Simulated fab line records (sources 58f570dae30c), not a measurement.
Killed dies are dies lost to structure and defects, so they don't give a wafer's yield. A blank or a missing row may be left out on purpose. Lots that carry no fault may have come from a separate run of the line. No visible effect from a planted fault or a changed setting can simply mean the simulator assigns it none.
Shared-tool check || flow berkeley-cmos170 || 14 lots and 42 wafers in the sample

== REASON IT WAS OPENED ==
Of 14 lots, 2 have the reading PSD_RS flagged at UCB170_SDANNEAL_RS_MEAS_02. Fault-free wafers read 75.5 ohm/sq, with a standard deviation of 0.36.
Rule: a lot is flagged in two cases, either no wafer of it has a number, or all its wafers with numbers fall more than 4 standard deviations from that mean. The rest of the lots are taken to be sound.

{"lot": "L137", "measured": "day 7 16:37", "on": "film-metro-04", "PSD_RS (ohm/sq), wafer by wafer": "75.6 76.0 75.6", "flag": ""}
{"lot": "L140", "measured": "day 7 16:44", "on": "film-metro-03", "PSD_RS (ohm/sq), wafer by wafer": "75.4 75.7 75.7", "flag": ""}
{"lot": "L139", "measured": "day 7 16:46", "on": "film-metro-02", "PSD_RS (ohm/sq), wafer by wafer": "75.5 75.9 75.4", "flag": ""}
{"lot": "L138", "measured": "day 7 17:08", "on": "film-metro-04", "PSD_RS (ohm/sq), wafer by wafer": "75.3 75.4 75.4", "flag": ""}
{"lot": "L141", "measured": "day 8 00:49", "on": "film-metro-04", "PSD_RS (ohm/sq), wafer by wafer": "75.0 74.7 75.1", "flag": ""}
{"lot": "L143", "measured": "day 8 05:48", "on": "film-metro-03", "PSD_RS (ohm/sq), wafer by wafer": "75.5 75.3 75.2", "flag": ""}
{"lot": "L144", "measured": "day 8 19:34", "on": "film-metro-02", "PSD_RS (ohm/sq), wafer by wafer": "74.9 74.9 74.8", "flag": ""}
{"lot": "L148", "measured": "day 9 12:05", "on": "film-metro-04", "PSD_RS (ohm/sq), wafer by wafer": "76.1 75.8 75.6", "flag": ""}
{"lot": "L153", "measured": "day 10 01:41", "on": "film-metro-02", "PSD_RS (ohm/sq), wafer by wafer": "75.1 74.7 74.9", "flag": ""}
{"lot": "L150", "measured": "day 10 02:07", "on": "film-metro-03", "PSD_RS (ohm/sq), wafer by wafer": "56.7 56.8 56.8", "flag": "FLAGGED"}
{"lot": "L152", "measured": "day 10 02:07", "on": "film-metro-04", "PSD_RS (ohm/sq), wafer by wafer": "75.2 75.4 75.3", "flag": ""}
{"lot": "L149", "measured": "day 10 07:30", "on": "film-metro-04", "PSD_RS (ohm/sq), wafer by wafer": "56.6 56.6 56.3", "flag": "FLAGGED"}
{"lot": "L159", "measured": "day 11 09:40", "on": "film-metro-02", "PSD_RS (ohm/sq), wafer by wafer": "75.2 75.6 75.2", "flag": ""}
{"lot": "L160", "measured": "day 11 19:04", "on": "film-metro-04", "PSD_RS (ohm/sq), wafer by wafer": "75.2 75.1 75.3", "flag": ""}
Average over the flagged lots: 56.6 ohm/sq; offset from the usual -18.9 ohm/sq, equal to -52 standard deviations.

== WHICH TOOL EACH LOT WENT THROUGH ==
The record keeps 1 process step preceding the reading, out of 331 steps on the route. Each cell gives the tool, then ch followed by the chambers the sampled wafers passed through, then the start.
{"lot": "L137", "flag": "", "UCB170_SDANNEAL_RTA_01": "rtp-anneal-01 ch 0, day 7 16:32"}
{"lot": "L140", "flag": "", "UCB170_SDANNEAL_RTA_01": "rtp-anneal-02 ch 0, day 7 16:40"}
{"lot": "L139", "flag": "", "UCB170_SDANNEAL_RTA_01": "rtp-anneal-01 ch 0, day 7 16:41"}
{"lot": "L138", "flag": "", "UCB170_SDANNEAL_RTA_01": "rtp-anneal-01 ch 0, day 7 17:00"}
{"lot": "L141", "flag": "", "UCB170_SDANNEAL_RTA_01": "rtp-anneal-02 ch 0, day 8 00:45"}
{"lot": "L143", "flag": "", "UCB170_SDANNEAL_RTA_01": "rtp-anneal-02 ch 0, day 8 05:44"}
{"lot": "L144", "flag": "", "UCB170_SDANNEAL_RTA_01": "rtp-anneal-01 ch 0, day 8 19:30"}
{"lot": "L148", "flag": "", "UCB170_SDANNEAL_RTA_01": "rtp-anneal-01 ch 0, day 9 12:01"}
{"lot": "L153", "flag": "", "UCB170_SDANNEAL_RTA_01": "rtp-anneal-02 ch 0, day 10 01:37"}
{"lot": "L150", "flag": "FLAGGED", "UCB170_SDANNEAL_RTA_01": "rtp-anneal-02 ch 0, day 10 02:03"}
{"lot": "L152", "flag": "", "UCB170_SDANNEAL_RTA_01": "rtp-anneal-01 ch 0, day 10 02:03"}
{"lot": "L149", "flag": "FLAGGED", "UCB170_SDANNEAL_RTA_01": "rtp-anneal-02 ch 0, day 10 07:26"}
{"lot": "L159", "flag": "", "UCB170_SDANNEAL_RTA_01": "rtp-anneal-01 ch 0, day 11 09:35"}
{"lot": "L160", "flag": "", "UCB170_SDANNEAL_RTA_01": "rtp-anneal-01 ch 0, day 11 19:01"}
What the steps here do:
- UCB170_SDANNEAL_RTA_01: time 5 s.
- UCB170_SDANNEAL_RS_MEAS_02: measures by four-point-probe.

== FLAGGED AGAINST TOTAL, ONE TOOL AT A TIME (gauges that did the reading follow at the end) ==
{"step": "UCB170_SDANNEAL_RTA_01", "tool": "rtp-anneal-01", "lots run": 8, "flagged": 0, "share of the flagged lots": "none", "sound lots run after its first flagged lot": "-"}
{"step": "UCB170_SDANNEAL_RTA_01", "tool": "rtp-anneal-02", "lots run": 6, "flagged": 2, "share of the flagged lots": "all", "sound lots run after its first flagged lot": 0}
{"step": "UCB170_SDANNEAL_RS_MEAS_02", "tool": "film-metro-02", "lots run": 4, "flagged": 0, "share of the flagged lots": "none", "sound lots run after its first flagged lot": "-"}
{"step": "UCB170_SDANNEAL_RS_MEAS_02", "tool": "film-metro-03", "lots run": 3, "flagged": 1, "share of the flagged lots": "some", "sound lots run after its first flagged lot": 0}
{"step": "UCB170_SDANNEAL_RS_MEAS_02", "tool": "film-metro-04", "lots run": 7, "flagged": 1, "share of the flagged lots": "some", "sound lots run after its first flagged lot": "1 (L160)"}

== WHAT THE TABLE ALLOWS ==
Rows of the table that ran each flagged lot: 1, that is rtp-anneal-02 at UCB170_SDANNEAL_RTA_01.
- rtp-anneal-02 at UCB170_SDANNEAL_RTA_01 ran 6 lots, 2 of them flagged. It ran its last sound lot, L153, at day 10 01:37 and its first flagged lot, L150, at day 10 02:03: a fault with its onset between the two fits.
Left over: one tool, rtp-anneal-02 at UCB170_SDANNEAL_RTA_01.

== WHAT HAD BEEN PUT IN BY THE SIMULATOR ==
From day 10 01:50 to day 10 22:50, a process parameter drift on rtp-anneal-02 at UCB170_SDANNEAL_RTA_01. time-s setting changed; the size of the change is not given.
Shown lots that were struck: L150, L149. Same finding as the rule above.
